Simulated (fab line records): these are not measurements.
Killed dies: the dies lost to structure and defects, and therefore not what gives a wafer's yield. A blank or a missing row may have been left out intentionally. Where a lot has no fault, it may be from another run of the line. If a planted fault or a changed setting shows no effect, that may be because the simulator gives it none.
What tool caused it? -- flow berkeleyCmos170 -- 14 lots, 42 wafers sampled, at 5 steps of a route of 331

== WHAT THE GAUGES READ, wafer by wafer ==
UCB170_ACTIVE_THK_MEAS_06. Usual: ACTIVE_NITRIDE_THK typically reads 219.9 nm, with standard deviation 1.9.
lot,measured,on,ACTIVE_NITRIDE_THK (nm),flag
L287,day 5 16:32,filmMetro-01,219.3 220.1 222.2,
L288,day 5 16:37,filmMetro-03,221.0 220.6 219.5,
L291,day 5 16:36,filmMetro-01,223.4 222.3 222.8,
L289,day 5 16:41,filmMetro-01,221.0 219.6 219.6,
L294,day 6 10:02,filmMetro-03,220.1 220.7 221.4,
L293,day 6 10:01,filmMetro-01,218.9 217.7 217.8,
L292,day 6 10:04,filmMetro-03,216.6 217.7 216.1,
L295,day 6 21:03,filmMetro-01,218.8 219.0 220.3,
L296,day 6 21:03,filmMetro-02,220.8 219.3 220.9,
L301,day 7 20:23,filmMetro-03,221.1 219.6 219.9,
L302,day 8 10:52,filmMetro-02,222.8 223.4 222.2,
L306,day 8 22:18,filmMetro-01,224.6 224.9 223.7,
L307,day 9 05:49,filmMetro-02,220.2 220.0 220.9,
L308,day 9 05:51,filmMetro-03,220.5 220.1 220.7,

UCB170_ACTIVE_CD_MEAS_13: target cd 1200 nm. Usual: 1200.2 nm for cdNm, sd 1.4.
lot,measured,on,cdNm (nm),flag
L287,day 5 17:46,cdSem-01,1202.7 1202.5 1201.5,
L288,day 5 18:03,cdSem-02,1200.7 1197.9 1198.2,
L291,day 5 17:53,cdSem-01,1199.5 1200.0 1199.6,
L289,day 5 18:31,cdSem-01,1198.7 1200.1 1199.7,
L294,day 6 11:36,cdSem-02,1200.0 1200.1 1200.2,
L293,day 6 11:56,cdSem-02,1200.0 1201.1 1201.7,
L292,day 6 12:17,cdSem-02,1201.2 1201.5 1201.0,
L295,day 6 22:38,cdSem-02,1202.7 1203.0 1202.2,
L296,day 6 22:53,cdSem-02,1198.6 1197.7 1198.5,
L301,day 7 22:05,cdSem-02,1202.3 1201.7 1201.2,
L302,day 8 12:36,cdSem-02,1199.1 1200.1 1199.9,
L306,day 9 00:47,cdSem-02,1201.4 1199.4 1202.3,
L307,day 9 09:28,cdSem-02,1198.3 1198.4 1199.1,
L308,day 9 09:32,cdSem-02,1201.2 1199.7 1200.6,

UCB170_ACTIVE_CD_MEAS_90: target cd 1200 nm. Usual: 1200.2 nm for cdNm, sd 1.4.
lot,measured,on,cdNm (nm),flag
L287,day 5 18:10,cdSem-02,1202.4 1202.2 1200.9,
L288,day 5 18:25,cdSem-02,1200.5 1197.9 1198.2,
L291,day 5 18:17,cdSem-02,1199.6 1199.9 1199.4,
L289,day 5 18:56,cdSem-02,1199.2 1200.2 1199.2,
L294,day 6 12:13,cdSem-02,1200.2 1200.1 1200.0,
L293,day 6 12:32,cdSem-02,1199.5 1200.9 1201.9,
L292,day 6 12:46,cdSem-02,1201.3 1201.3 1201.1,
L295,day 6 23:14,cdSem-02,1203.0 1203.1 1201.8,
L296,day 6 23:22,cdSem-02,1198.3 1197.2 1198.0,
L301,day 7 22:34,cdSem-02,1202.4 1201.5 1201.1,
L302,day 8 13:00,cdSem-02,1199.3 1200.0 1199.9,
L306,day 9 01:11,cdSem-02,1201.2 1199.2 1202.8,
L307,day 9 10:26,cdSem-02,1198.6 1198.5 1199.2,
L308,day 9 10:37,cdSem-02,1201.1 1200.3 1200.3,

== WHAT TOOL EACH LOT RAN ON (gives the tool, then ch and the chambers of the sampled wafers, and finally the start) ==
lot,UCB170_PWELL_ETCH_14,UCB170_PWELL_STRIP_16
L287,"rieDiel-01 ch 0,2,3, day 4 07:30","plasmaAsher-01 ch 0,1, day 4 07:45"
L288,"rieDiel-02 ch 0,2, day 4 07:34","plasmaAsher-03 ch 1, day 4 07:52"
L291,"rieDiel-04 ch 0,1,3, day 4 13:20","plasmaAsher-01 ch 0,1, day 4 13:35"
L289,"rieDiel-02 ch 0,1,3, day 4 13:40","plasmaAsher-04 ch 0,1, day 4 13:57"
L294,"rieDiel-04 ch 1,2, day 4 23:07","plasmaAsher-03 ch 0,1, day 4 23:24"
L293,"rieDiel-01 ch 0,3, day 4 23:23","plasmaAsher-01 ch 0,1, day 4 23:38"
L292,"rieDiel-02 ch 2,3, day 4 23:34","plasmaAsher-04 ch 0,1, day 4 23:49"
L295,"rieDiel-02 ch 0,1,3, day 5 14:42","plasmaAsher-03 ch 0,1, day 5 14:59"
L296,"rieDiel-01 ch 0,2,3, day 5 14:58","plasmaAsher-01 ch 0,1, day 5 15:16"
L301,"rieDiel-02 ch 2,3, day 6 16:49","plasmaAsher-04 ch 0,1, day 6 17:04"
L302,"rieDiel-02 ch 0,3, day 7 00:19","plasmaAsher-01 ch 0,1, day 7 00:35"
L306,"rieDiel-01 ch 0,1,2, day 7 15:08","plasmaAsher-04 ch 0,1, day 7 15:23"
L307,"rieDiel-01 ch 0,1,2, day 7 22:40","plasmaAsher-03 ch 0,1, day 7 22:57"
L308,"rieDiel-04 ch 1,2, day 7 22:42","plasmaAsher-01 ch 0,1, day 7 22:57"
- UCB170_PWELL_ETCH_14: etches Si3N4 in CH3F/Ar/O2, stops on SiO2, target depth 242 nm, time 151 s.
- UCB170_PWELL_STRIP_16: strips in O2.

== AS READ BY THE TOOLS THEMSELVES (means over the sampled wafers that have a number; for cases with no such wafer, the mark the record gives instead) ==
UCB170_PWELL_ETCH_14. Usual: drypumpMotorCurrentA 5.7 A, standard deviation 0.36; oesProductAu 0.940 a.u., standard deviation 0.021; throttleValvePct 8.05 %, standard deviation 0.11.
lot,tool,drypumpMotorCurrentA (A),oesProductAu (a.u.),throttleValvePct (%),flag
L287,rieDiel-01,5.7,0.919,8.00,
L288,rieDiel-02,5.4,0.931,8.21,
L291,rieDiel-04,5.7,0.959,8.05,
L289,rieDiel-02,5.6,0.941,8.10,
L294,rieDiel-04,5.7,0.944,7.97,
L293,rieDiel-01,5.6,0.929,7.99,
L292,rieDiel-02,6.1,0.925,8.07,
L295,rieDiel-02,5.6,0.948,8.11,
L296,rieDiel-01,5.7,0.923,8.00,
L301,rieDiel-02,6.0,0.785,8.00,OFF
L302,rieDiel-02,5.3,0.783,8.14,OFF
L306,rieDiel-01,5.8,0.938,7.95,
L307,rieDiel-01,5.8,0.938,7.95,
L308,rieDiel-04,5.7,0.947,7.99,

UCB170_PWELL_STRIP_16. Usual: drypumpMotorCurrentA 6.08 A, standard deviation 0.27; oesProductAu 0.720 a.u., standard deviation 0.0047; stripTimeToEndpointS 18.11 s, standard deviation 0.07.
lot,tool,drypumpMotorCurrentA (A),oesProductAu (a.u.),stripTimeToEndpointS (s),flag
L287,plasmaAsher-01,6.09,0.721,18.19,
L288,plasmaAsher-03,5.44,0.723,18.02,
L291,plasmaAsher-01,6.12,0.724,18.05,
L289,plasmaAsher-04,6.22,0.723,18.09,
L294,plasmaAsher-03,5.91,0.722,18.07,
L293,plasmaAsher-01,6.10,0.719,18.09,
L292,plasmaAsher-04,6.20,0.720,18.15,
L295,plasmaAsher-03,5.95,0.720,18.16,
L296,plasmaAsher-01,6.11,0.721,18.12,
L301,plasmaAsher-04,6.33,0.720,19.49,OFF
L302,plasmaAsher-01,6.10,0.724,19.38,OFF
L306,plasmaAsher-04,6.21,0.721,18.13,
L307,plasmaAsher-03,5.69,0.722,18.11,
L308,plasmaAsher-01,6.13,0.721,18.14,

== THE ANSWER, worked out from the rows above alone ==
Rule: a lot is off if the mean of its wafers that have a number lies more than 3 standard deviations from the usual mean. Also off: a lot with no number at a reading for which 4 or more lots have one. Where the step has rows for the other lots, those lots are counted as sound. Order of review: gauges by route order, followed by the tools' own readings, for which a lot's mean as printed above is used. The first step at which some lot is off is used, and at that step the reading that is off furthest; a lot without a number counts as furthest.
Off at UCB170_PWELL_ETCH_14 (oesProductAu): L301, L302.
A tool fits if, at that step or a process step before it, it ran every lot that is off, and no sound lot after the first of them. One fits: UCB170_PWELL_ETCH_14 on rieDiel-02. A fault onset in the window from L295 (day 5 14:42, its last sound lot) to L301 (day 6 16:49, its first lot off) fits.
On the lots that are off, the tool's own readings at UCB170_PWELL_ETCH_14 differ by more than 5 times the standard deviation of the sound lots' means, which bears it out; oesProductAu reads 0.784 a.u. there versus 0.937 a.u. on the sound lots.

== WHAT THE SIMULATOR PUT IN ==
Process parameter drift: rieDiel-02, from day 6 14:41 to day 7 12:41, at UCB170_PWELL_ETCH_14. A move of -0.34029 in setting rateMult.
Struck lots among those shown: L301, L302. The rule given above showed the same thing.
